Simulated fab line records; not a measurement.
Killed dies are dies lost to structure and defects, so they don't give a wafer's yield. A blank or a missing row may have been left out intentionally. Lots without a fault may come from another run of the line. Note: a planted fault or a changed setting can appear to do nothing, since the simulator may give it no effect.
Split-lot trial | flow berkeleyCmos170 | 5 lots, 23 wafers read, on a route of 331 steps

## ON THE SPLIT
At UCB170_PFIELD_COAT_01 (resist thk 900 nm), the setting resistThkNm was moved away from the recipe's 900 nm on 8 of the 23 wafers read, by +2.3% to +5.8%. This setting was run at the recipe's value on the other wafers.

The reading is taken at the split's own step.

## THE READING
KrF_of_PFIELD_COAT_01.thkNm (the simulator's own value, which no gauge read), in nm, at UCB170_PFIELD_COAT_01 (resist thk 900 nm). The file gives no usual value for it. Across the 15 wafers here that went through the recipe, the average is 900.3 nm and the standard deviation 2.1 nm.

wafer  | tool, chamber at the split | resistThkNm as run, nm | against the recipe | KrF_of_PFIELD_COAT_01.thkNm, nm | against lot-mates on the recipe
L074.1 | lithoTrack-03, 0           | 951.8                  | +5.8%              | 956.2                           | +52.2
L074.2 | lithoTrack-03, 0           | 900                    | recipe             | 904.2                           | -
L074.4 | lithoTrack-03, 0           | 900                    | recipe             | 903.9                           | -
L074.5 | lithoTrack-03, 0           | 951.8                  | +5.8%              | 955.6                           | +51.6
L074.6 | lithoTrack-03, 0           | 951.8                  | +5.8%              | 955.8                           | +51.8
L075.1 | lithoTrack-02, 0           | 923.6                  | +2.6%              | 922.1                           | +21.9
L075.3 | lithoTrack-02, 0           | 900                    | recipe             | 901.6                           | -
L075.4 | lithoTrack-02, 0           | 900                    | recipe             | 899.3                           | -
L075.5 | lithoTrack-02, 0           | 900                    | recipe             | 899.7                           | -
L075.6 | lithoTrack-02, 0           | 923.6                  | +2.6%              | 922.3                           | +22.1
L078.1 | lithoTrack-02, 0           | 900                    | recipe             | 897.3                           | -
L078.4 | lithoTrack-02, 0           | 900                    | recipe             | 898.3                           | -
L078.5 | lithoTrack-02, 0           | 900                    | recipe             | 897.8                           | -
L079.1 | lithoTrack-04, 0           | 900                    | recipe             | 900.5                           | -
L079.2 | lithoTrack-04, 0           | 900                    | recipe             | 897.8                           | -
L079.3 | lithoTrack-04, 0           | 900                    | recipe             | 899.5                           | -
L079.4 | lithoTrack-04, 0           | 900                    | recipe             | 900.7                           | -
L079.5 | lithoTrack-04, 0           | 900                    | recipe             | 900.3                           | -
L082.1 | lithoTrack-04, 0           | 920.8                  | +2.3%              | 922.9                           | +20.8
L082.2 | lithoTrack-04, 0           | 900                    | recipe             | 901.6                           | -
L082.4 | lithoTrack-04, 0           | 920.8                  | +2.3%              | 926.3                           | +24.2
L082.5 | lithoTrack-04, 0           | 900                    | recipe             | 902.6                           | -
L082.6 | lithoTrack-04, 0           | 920.8                  | +2.3%              | 921.9                           | +19.8

FIT RESULTS
A straight line over all 23 wafers: KrF_of_PFIELD_COAT_01.thkNm changes by +9.58 nm for each +1% of resistThkNm; r = +0.99; the points scatter about the line by 2.2 nm.
The same after taking each lot's own level away (the mean of its wafers on the recipe; 23 wafers): +8.98 nm for each +1%; r = +1.00; scatter 1.1 nm.
Per that fit: largest resistThkNm move, reading shift of 52 nm.
From 897.80 to 904.05 nm: that is the span of the lots' own levels, equal to 3.0 times the standard deviation above.
So the lot-to-lot level changes the slope little: the two slopes agree.
Check: with one of the wafers moved furthest among these (+5.8%) left out of the fit, the line predicts +51.5 nm for it against its lot-mates. Against them it came out at +52.2 nm.

## THESE WAFERS: OTHER SPLITS
Note: prior to the reading, these wafers also went through further splits. Each is held against what the fit with the lots' levels taken away leaves over:
other split on the same wafers        | wafers away from the commonest value | r with KrF_of_PFIELD_COAT_01.thkNm (lot level and that fit taken away)
UCB170_START_OXIDATION_02 tempC       | 15                                   | +0.20
UCB170_NWELL_CVD_04 sih2cl2FlowSccm   | 15                                   | +0.00
UCB170_PWELL_OXIDATION_02 oxTimeS     | 15                                   | -0.31
UCB170_PWELL_PEB_11 pebTempC          | 9                                    | +0.20
UCB170_WELLDRIVE_OXIDATION_01 oxTimeS | 10                                   | +0.11

## THE WHOLE CHAIN: every reading that the file lists as answering this split, in the file's order
step                   | what it does      | reading                                                                      | change (the file's fit)              | r (the file's)
UCB170_PFIELD_COAT_01  | resist thk 900 nm | KrF_of_PFIELD_COAT_01.thkNm (the simulator's own value, which no gauge read) | +8.95 nm for each +1% of the setting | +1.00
UCB170_PFIELD_STRIP_08 | strips in O2      | stripTimeToEndpointS                                                         | withheld for each +1% of the setting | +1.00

## THE FILE'S OWN FIT
KrF_of_PFIELD_COAT_01.thkNm changes by +8.95 nm for each +1% of resistThkNm, r = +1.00.
